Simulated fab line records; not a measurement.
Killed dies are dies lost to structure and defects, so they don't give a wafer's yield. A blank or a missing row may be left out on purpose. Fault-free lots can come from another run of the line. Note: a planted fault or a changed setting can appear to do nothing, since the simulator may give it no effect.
Which tool was responsible? :: flow berkeley_cmos170 :: Sampling: 14 lots, 42 wafers, 4 of 331 route steps

== WHAT EACH GAUGE READ, for each wafer ==
UCB170_START_BOW_MEAS_00.
lot: L974
measured: day 1 10:00
on: film_metro-01
INCOMING_BOW (um): 3 -2 3

lot: L976
measured: day 1 20:01
on: film_metro-01
INCOMING_BOW (um): 5 -1 -3

lot: L978
measured: day 2 06:04
on: film_metro-01
INCOMING_BOW (um): -7 -3 -11

lot: L979
measured: day 2 11:02
on: film_metro-01
INCOMING_BOW (um): 0 -11 4

lot: L980
measured: day 2 16:00
on: film_metro-02
INCOMING_BOW (um): -2 10 -12

lot: L981
measured: day 2 21:00
on: film_metro-02
INCOMING_BOW (um): -10 -5 3

lot: L982
measured: day 3 02:01
on: film_metro-02
INCOMING_BOW (um): 7 -1 -4

lot: L983
measured: day 3 07:00
on: film_metro-02
INCOMING_BOW (um): 4 -3 -12

lot: L984
measured: day 3 12:00
on: film_metro-02
INCOMING_BOW (um): 9 1 10

lot: L988
measured: day 4 08:00
on: film_metro-02
INCOMING_BOW (um): 6 10 -1

lot: L989
measured: day 4 13:00
on: film_metro-02
INCOMING_BOW (um): -4 -3 -12

lot: L990
measured: day 4 18:00
on: film_metro-01
INCOMING_BOW (um): -3 -3 3

lot: L992
measured: day 5 04:02
on: film_metro-03
INCOMING_BOW (um): 3 1 -4

lot: L993
measured: day 5 09:00
on: film_metro-02
INCOMING_BOW (um): 3 -8 2

UCB170_ACTIVE_CD_MEAS_13 targets a cd of 1200 nm.
lot: L974
measured: day 4 09:46
on: cd_sem-01
cd_nm (nm): 1199.1 1198.8 1197.9

lot: L976
measured: day 5 01:59
on: cd_sem-01
cd_nm (nm): 1200.8 1200.1 1200.7

lot: L978
measured: day 5 15:42
on: cd_sem-01
cd_nm (nm): 1202.5 1200.1 1201.3

lot: L979
measured: day 5 15:57
on: cd_sem-02
cd_nm (nm): 1197.7 1198.1 1196.6

lot: L980
measured: day 5 18:49
on: cd_sem-01
cd_nm (nm): 1199.3 1200.6 1201.0

lot: L981
measured: day 5 19:04
on: cd_sem-02
cd_nm (nm): 1203.2 1201.5 1203.1

lot: L982
measured: day 6 00:02
on: cd_sem-02
cd_nm (nm): 1199.6 1199.7 1200.0

lot: L983
measured: day 6 00:17
on: cd_sem-02
cd_nm (nm): 1198.7 1198.7 1197.9

lot: L984
measured: day 6 06:16
on: cd_sem-01
cd_nm (nm): 1200.1 1199.4 1200.3

lot: L988
measured: day 7 13:41
on: cd_sem-02
cd_nm (nm): 1199.8 1199.5 1200.9

lot: L989
measured: day 7 18:00
on: cd_sem-02
cd_nm (nm): 1198.3 1198.0 1198.6

lot: L990
measured: day 7 07:04
on: cd_sem-01
cd_nm (nm): 1198.4 1198.5 1198.4

lot: L992
measured: day 7 23:53
on: cd_sem-01
cd_nm (nm): 1202.2 1202.4 1203.4

lot: L993
measured: day 7 23:43
on: cd_sem-01
cd_nm (nm): 1194.1 1195.0 1195.6

UCB170_M1_CD_MEAS_09 targets a cd of 700 nm.
lot: L974
measured: day 7 00:07
on: cd_sem-02
cd_nm (nm): 697.9 698.5 698.7

lot: L976
measured: day 8 01:04
on: cd_sem-02
cd_nm (nm): 699.2 698.8 698.4

lot: L978
measured: day 8 15:51
on: cd_sem-02
cd_nm (nm): 702.6 701.7 702.9

lot: L979
measured: day 8 16:04
on: cd_sem-01
cd_nm (nm): 699.2 700.2 701.4

lot: L980
measured: day 8 15:21
on: cd_sem-01
cd_nm (nm): 700.6 698.7 697.8

lot: L981
measured: day 8 13:56
on: cd_sem-01
cd_nm (nm): 699.4 699.6 700.1

lot: L982
measured: day 8 19:07
on: cd_sem-01
cd_nm (nm): 700.7 701.7 701.2

lot: L983
measured: day 8 18:56
on: cd_sem-02
cd_nm (nm): 701.3 699.6 700.2

lot: L984
measured: day 9 04:53
on: cd_sem-02
cd_nm (nm): 700.9 700.5 699.2

lot: L988
measured: day 10 20:38
on: cd_sem-02
cd_nm (nm): 696.8 697.5 697.3

lot: L989
measured: day 10 10:59
on: cd_sem-01
cd_nm (nm): 700.4 698.9 699.3

lot: L990
measured: day 10 11:40
on: cd_sem-01
cd_nm (nm): 699.9 699.5 699.1

lot: L992
measured: day 11 02:56
on: cd_sem-02
cd_nm (nm): 701.3 700.3 700.5

lot: L993
measured: day 11 09:11
on: cd_sem-02
cd_nm (nm): 700.9 700.8 700.2

== WHAT TOOL EACH LOT RAN ON (gives the tool, then ch and the chambers of the sampled wafers, and finally the start) ==
lot: L974
UCB170_M1_SOFTBAKE_05: litho_track-03 ch 0, day 6 23:00

lot: L976
UCB170_M1_SOFTBAKE_05: litho_track-04 ch 0, day 8 00:00

lot: L978
UCB170_M1_SOFTBAKE_05: litho_track-04 ch 0, day 8 14:00

lot: L979
UCB170_M1_SOFTBAKE_05: litho_track-02 ch 0, day 8 14:00

lot: L980
UCB170_M1_SOFTBAKE_05: litho_track-02 ch 0, day 8 14:00

lot: L981
UCB170_M1_SOFTBAKE_05: litho_track-02 ch 0, day 8 13:00

lot: L982
UCB170_M1_SOFTBAKE_05: litho_track-04 ch 0, day 8 18:00

lot: L983
UCB170_M1_SOFTBAKE_05: litho_track-04 ch 0, day 8 18:00

lot: L984
UCB170_M1_SOFTBAKE_05: litho_track-03 ch 0, day 9 03:00

lot: L988
UCB170_M1_SOFTBAKE_05: litho_track-02 ch 0, day 10 20:00

lot: L989
UCB170_M1_SOFTBAKE_05: litho_track-04 ch 0, day 10 09:00

lot: L990
UCB170_M1_SOFTBAKE_05: litho_track-04 ch 0, day 10 10:00

lot: L992
UCB170_M1_SOFTBAKE_05: litho_track-04 ch 0, day 11 02:00

lot: L993
UCB170_M1_SOFTBAKE_05: litho_track-02 ch 0, day 11 08:00
- UCB170_M1_SOFTBAKE_05: time 60 s.

== AS READ BY THE TOOLS THEMSELVES (means over the sampled wafers that have a number; for cases with no such wafer, the mark the record gives instead) ==
UCB170_M1_SOFTBAKE_05.
lot: L974
tool: litho_track-03
heater_power_total_W (W): 56.80
plate_temp_C (C): 129.87
resist_line_temp_C (C): 22.96

lot: L976
tool: litho_track-04
heater_power_total_W (W): 56.82
plate_temp_C (C): 130.11
resist_line_temp_C (C): 22.98

lot: L978
tool: litho_track-04
heater_power_total_W (W): 56.80
plate_temp_C (C): 129.87
resist_line_temp_C (C): 22.91

lot: L979
tool: litho_track-02
heater_power_total_W (W): 56.81
plate_temp_C (C): 130.17
resist_line_temp_C (C): 23.01

lot: L980
tool: litho_track-02
heater_power_total_W (W): 56.79
plate_temp_C (C): 130.09
resist_line_temp_C (C): 22.91

lot: L981
tool: litho_track-02
heater_power_total_W (W): 56.79
plate_temp_C (C): 130.03
resist_line_temp_C (C): 22.97

lot: L982
tool: litho_track-04
heater_power_total_W (W): 56.78
plate_temp_C (C): 130.08
resist_line_temp_C (C): 23.13

lot: L983
tool: litho_track-04
heater_power_total_W (W): 56.83
plate_temp_C (C): 130.23
resist_line_temp_C (C): 23.03

lot: L984
tool: litho_track-03
heater_power_total_W (W): 56.78
plate_temp_C (C): 130.12
resist_line_temp_C (C): 23.11

lot: L988
tool: litho_track-02
heater_power_total_W (W): 57.26
plate_temp_C (C): 130.85
resist_line_temp_C (C): 23.04

lot: L989
tool: litho_track-04
heater_power_total_W (W): 56.81
plate_temp_C (C): 130.00
resist_line_temp_C (C): 22.93

lot: L990
tool: litho_track-04
heater_power_total_W (W): 56.82
plate_temp_C (C): 129.89
resist_line_temp_C (C): 23.00

lot: L992
tool: litho_track-04
heater_power_total_W (W): 56.74
plate_temp_C (C): 129.85
resist_line_temp_C (C): 23.23

lot: L993
tool: litho_track-02
heater_power_total_W (W): 57.29
plate_temp_C (C): 130.68
resist_line_temp_C (C): 23.09

== THE ANSWER, worked out from the rows above alone ==
Rule: what is usual is taken from the lots themselves. The widest of any qualifying gaps counts: lots, ordered by their means at a reading, are off when they make up no more than a third of the lots, leave a main group of 4 or more, and stand apart from it by 3 or more times the standard deviation of that group's means. If all means in a main group match to the digits the tables above print for the reading, that group is not used. Also off: a lot with no number at a reading for which 4 or more lots have one. The other lots that the step has rows for count as sound. After the gauges, taken in route order, come the tools' own readings; for these a lot's mean is taken, as printed above. At the first step where some lot is off, the reading lying furthest off is the one used; lots without a number count as furthest.
Off: L988, L993, at UCB170_M1_SOFTBAKE_05 (heater_power_total_W). For the main group the mean is 56.80 W and the standard deviation 0.023.
If a tool, at that step or one of the process steps before it, ran each lot that is off and ran no sound lot following the first of them, it fits. One candidate fits, namely litho_track-02 at UCB170_M1_SOFTBAKE_05. A fault onset in the window from L980 (day 8 14:00, its last sound lot) to L988 (day 10 20:00, its first lot off) fits.
The tool's own readings at UCB170_M1_SOFTBAKE_05 bear it out: on the lots that are off they differ by more than 5 times the standard deviation of the sound lots' means. heater_power_total_W reads 57.27 W there against 56.80 W on the sound lots; plate_temp_C reads 130.76 C there against 130.03 C on the sound lots.

== WHAT THE SIMULATOR PUT IN ==
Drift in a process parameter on litho_track-02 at UCB170_M1_SOFTBAKE_05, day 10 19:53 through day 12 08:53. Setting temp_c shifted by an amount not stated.
Shown lots that were struck: L988, L993. The rule given above showed the same thing.
